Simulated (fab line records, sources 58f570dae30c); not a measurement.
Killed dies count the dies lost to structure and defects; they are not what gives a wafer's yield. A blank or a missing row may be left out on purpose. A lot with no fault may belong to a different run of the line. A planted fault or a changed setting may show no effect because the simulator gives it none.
A lot that was struck, set against a sound lot | flow berkeley_cmos170 | 14 out of 331 route steps
Sound: the wafers L281.2, L281.3, L281.4. Wafers struck: L277.2, L277.3, L277.6. The cause comes at the end.
At each step with rows: each side's tool, then ch and its chambers, then its first start. Under that, the readings that differ: sound wafers | struck wafers | difference of the means | sigmas: that difference in standard deviations of wafers without a fault.
alike: readings with means less than 2 such deviations apart, plus words and numbers identical on both sides. not compared: withheld readings, readings lacking a value on some wafer, bounds such as >300 that could conceal the same value, and numbers that have no deviation in the record and whose values overlap.
The two part at a step that has a row with sigmas, a row that says differs or no value, or rows on one side only. Non-overlapping numbers with no deviation appear without sigmas and do not part them. A reading that every wafer of one side lacks parts them only if that side has two wafers or more.

first, 1 step without rows for these wafers: UCB170_FIELD_WET_ETCH_06 (etches SiO2 in BOE, time 22 s).
UCB170_FIELD_THK_MEAS_90:
  sound: film_metro-04 at day 8 13:22; struck: film_metro-02 at day 7 12:02
  alike: FIELD_OXIDE_LEFT_1_THK
then, 2 steps without rows for these wafers: UCB170_SACOX_CLEAN_00 (cleans in dHF, time 7.5 s); UCB170_SACOX_OXIDATION_01 (target thk 14.4 nm, ox time 2400 s).
UCB170_SACOX_THK_MEAS_02:
  sound: film_metro-03 at day 8 19:07; struck: film_metro-01 at day 7 17:51
  alike: SACOX_OXIDE_THK
then, 2 steps without rows for these wafers: UCB170_SCREENOX_WET_ETCH_00 (etches SiO2 in dHF, time 200 s); UCB170_SCREENOX_OXIDATION_01 (target thk 14.4 nm, ox time 2446 s).
UCB170_SCREENOX_THK_MEAS_02:
  sound: film_metro-03 at day 9 02:07; struck: film_metro-02 at day 7 22:31
  alike: SCREENOX_OXIDE_THK
then, 4 steps without rows for these wafers: UCB170_SCREENOX_ANNEAL_03 (time 900 s); UCB170_NVT_HMDS_00 (prime time 60 s); UCB170_NVT_COAT_01 (resist thk 900 nm); UCB170_NVT_SOFTBAKE_02 (time 60 s).
UCB170_NVT_EXPOSE_03: exposes mask PWELL, target cd 3000 nm.
  sound on krf_scanner-01 ch 0, day 9 09:31; struck on krf_scanner-02, day 8 01:25
  no value came back on the struck wafers for exposure_dose_mJ_cm2, focus_offset_nm (nm), stage_vel_mm_s (mm/s); on the sound wafers exposure_dose_mJ_cm2 reads 29.980 29.974 29.958
  alike: mask
after that, 1 step had no rows for these wafers: UCB170_NVT_PEB_04.

## WHERE THEY PART
UCB170_NVT_EXPOSE_03 only, going by this record.

WHY: what had been put in by the simulator
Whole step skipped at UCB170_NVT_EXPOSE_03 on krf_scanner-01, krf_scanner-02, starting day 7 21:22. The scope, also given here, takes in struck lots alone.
